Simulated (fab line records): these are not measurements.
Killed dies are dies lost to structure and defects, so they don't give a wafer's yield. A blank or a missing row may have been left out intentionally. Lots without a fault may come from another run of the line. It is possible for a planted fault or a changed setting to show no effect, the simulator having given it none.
Chamber matching | flow berkeley cmos170 | UCB170_V1_CVD_00 on pecvd-02 has 3 sister chambers
The step deposits SiO2 from TEOS/O2, target thk 2000 nm, time 250 s. 16 wafers are shown with their chamber, then 8 later ones without.

## EACH WAFER AND ITS CHAMBER
wafer  | chamber | heater power w (W)
L229.2 | 1       | 385
L229.3 | 2       | 249
L229.5 | 1       | 301
L234.1 | 0       | 219
L234.2 | 1       | 373
L234.5 | 0       | 168
L239.2 | 2       | 214
L239.5 | 0       | 170
L239.6 | 1       | 390
L237.2 | 2       | 213
L237.5 | 1       | 295
L237.6 | 0       | 166
L241.1 | 2       | 235
L241.3 | 0       | 194
L241.4 | 2       | 194
L238.2 | 2       | 278

SIGNATURES, as means of the wafers listed above
reading        | chamber 0 | chamber 1 | chamber 2 | scatter within a chamber
heater power w | 183.40    | 348.80    | 230.50    | 34.4
Rule: distance of a wafer from a chamber = root of the sum over the readings of ((wafer's reading minus chamber's mean) / reading's scatter) squared. If the next closest chamber is less than 2 further off than the closest, the wafer can't be placed; otherwise it belongs to the closest. The scatter: take each reading less its chamber's mean, square it, sum over the shown wafers, divide by the number of wafers less the number of chambers, and take the root.

## WAFERS WITHOUT THEIR CHAMBER
wafer  | heater power w (W)
L238.4 | 193
L238.6 | 288
L248.2 | 215
L248.3 | 388
L248.4 | 292
L251.2 | 235
L251.3 | 268
L251.6 | 290

## EACH ONE'S CHAMBER
wafer  | from the rows above          | in truth
L238.4 | can't be placed: 0 or 2      | 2
L238.6 | can't be placed: 2 or 1 or 0 | 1
L248.2 | can't be placed: 2 or 0      | 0
L248.3 | 1                            | 1
L248.4 | can't be placed: 1 or 2 or 0 | 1
L251.2 | can't be placed: 2 or 0      | 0
L251.3 | can't be placed: 2 or 1 or 0 | 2
L251.6 | can't be placed: 1 or 2 or 0 | 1
Correct placement for 1 of the 8. Can't be placed from these rows: 7 (the true chamber is among the candidates in 7). Wrongly placed: 0.
